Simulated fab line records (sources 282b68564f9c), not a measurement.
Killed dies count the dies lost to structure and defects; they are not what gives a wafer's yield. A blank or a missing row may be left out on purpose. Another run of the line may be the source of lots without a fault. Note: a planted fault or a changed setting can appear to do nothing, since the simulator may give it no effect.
Split-lot trial ; flow rit-cmos ; route with 202 steps; 5 lots, 23 wafers read

## SPLIT DETAILS
At RIT_ACTIVE_EXPOSE_08 (exposes mask M1, target cd 1400 nm), the setting dose-mj was moved away from the recipe's 225 on 8 of the 23 wafers read, by -6.3% to +6.5%. The other wafers ran this setting at the recipe's value.

## FROM THE SPLIT TO THE READING: what the file shows between them, 6 steps
- RIT_ACTIVE_PEB_09
- RIT_ACTIVE_DEVELOP_10: develop time 48.2 s
- RIT_ACTIVE_CD_MEAS_11: target cd 1400 nm
- RIT_ACTIVE_HARDBAKE_12: time 60 s
- RIT_ACTIVE_ETCH_13: etches Si3N4 in SF6, stops on SiO2, time 210 s, target depth 210 nm
- RIT_ACTIVE_STRIP_14: strips in O2, time 180 s

## THE READING
cd-nm (nm) at RIT_ACTIVE_CD_MEAS_90, where the cd target is 1400 nm. Fault-free wafers of this fab line usually give 1401.4 nm, standard deviation 2.1 nm.

wafer;tool, chamber at the split;dose-mj as run;against the recipe;cd-nm, nm;against lot-mates on the recipe
L074.1;iline-stepper-01, 0;225;recipe;1400.2;-
L074.2;iline-stepper-01, 0;210.8;-6.3%;1420.6;+19.4
L074.3;iline-stepper-01, 0;210.8;-6.3%;1417.2;+16.0
L074.4;iline-stepper-01, 0;225;recipe;1402.1;-
L074.5;iline-stepper-01, 0;210.8;-6.3%;1418.8;+17.6
L077.2;iline-stepper-01, 0;225;recipe;1397.1;-
L077.3;iline-stepper-01, 0;225;recipe;1399.2;-
L077.4;iline-stepper-01, 0;225;recipe;1398.2;-
L077.5;iline-stepper-01, 0;225;recipe;1398.9;-
L077.6;iline-stepper-01, 0;225;recipe;1395.8;-
L078.1;iline-stepper-01, 0;225;recipe;1401.2;-
L078.3;iline-stepper-01, 0;239.6;+6.5%;1386.3;-16.2
L078.4;iline-stepper-01, 0;239.6;+6.5%;1385.9;-16.5
L078.5;iline-stepper-01, 0;239.6;+6.5%;1383.3;-19.2
L078.6;iline-stepper-01, 0;225;recipe;1403.7;-
L082.1;iline-stepper-02, 0;225;recipe;1401.1;-
L082.3;iline-stepper-02, 0;225;recipe;1402.0;-
L082.4;iline-stepper-02, 0;235.8;+4.8%;1387.3;-14.6
L082.5;iline-stepper-02, 0;235.8;+4.8%;1389.8;-12.1
L082.6;iline-stepper-02, 0;225;recipe;1402.7;-
L085.2;iline-stepper-01, 0;225;recipe;1404.9;-
L085.5;iline-stepper-01, 0;225;recipe;1401.9;-
L085.6;iline-stepper-01, 0;225;recipe;1401.6;-

THE FIT
A straight line over all 23 wafers: cd-nm changes by -2.63 nm for each +1% of dose-mj; r = -0.97; the points scatter about the line by 2.3 nm.
The same after taking each lot's own level away (the mean of its wafers on the recipe; 23 wafers): -2.75 nm for each +1%; r = -0.99; scatter 1.3 nm.
That fit puts the effect of the largest move of dose-mj on the reading at 18 nm.
The lots' own levels span 1397.84 to 1402.80 nm, that is 2.4 times the standard deviation above.
So the lot-to-lot level changes the slope little: the two slopes agree.
Check: for one of the wafers moved furthest among these (+6.5%), held out of the fit, the line's prediction against its lot-mates is -18 nm. Against them it came out at -16.2 nm.

## THE WHOLE CHAIN: every reading that the file lists as answering this split, in the file's order
step;what it does;reading;change (the file's fit);r (the file's)
RIT_ACTIVE_DEVELOP_10;develop time 48.2 s;ACTIVE.cd-nm (the simulator's own value, which no gauge read);-2.72 nm for each +1% of the setting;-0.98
RIT_ACTIVE_CD_MEAS_11;target cd 1400 nm;cd-nm;-2.72 nm for each +1% of the setting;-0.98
RIT_ACTIVE_CD_MEAS_90;target cd 1400 nm;cd-nm;-2.75 nm for each +1% of the setting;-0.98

## FILE'S OWN FIT
cd-nm changes by -2.75 nm for each +1% of dose-mj, r = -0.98.
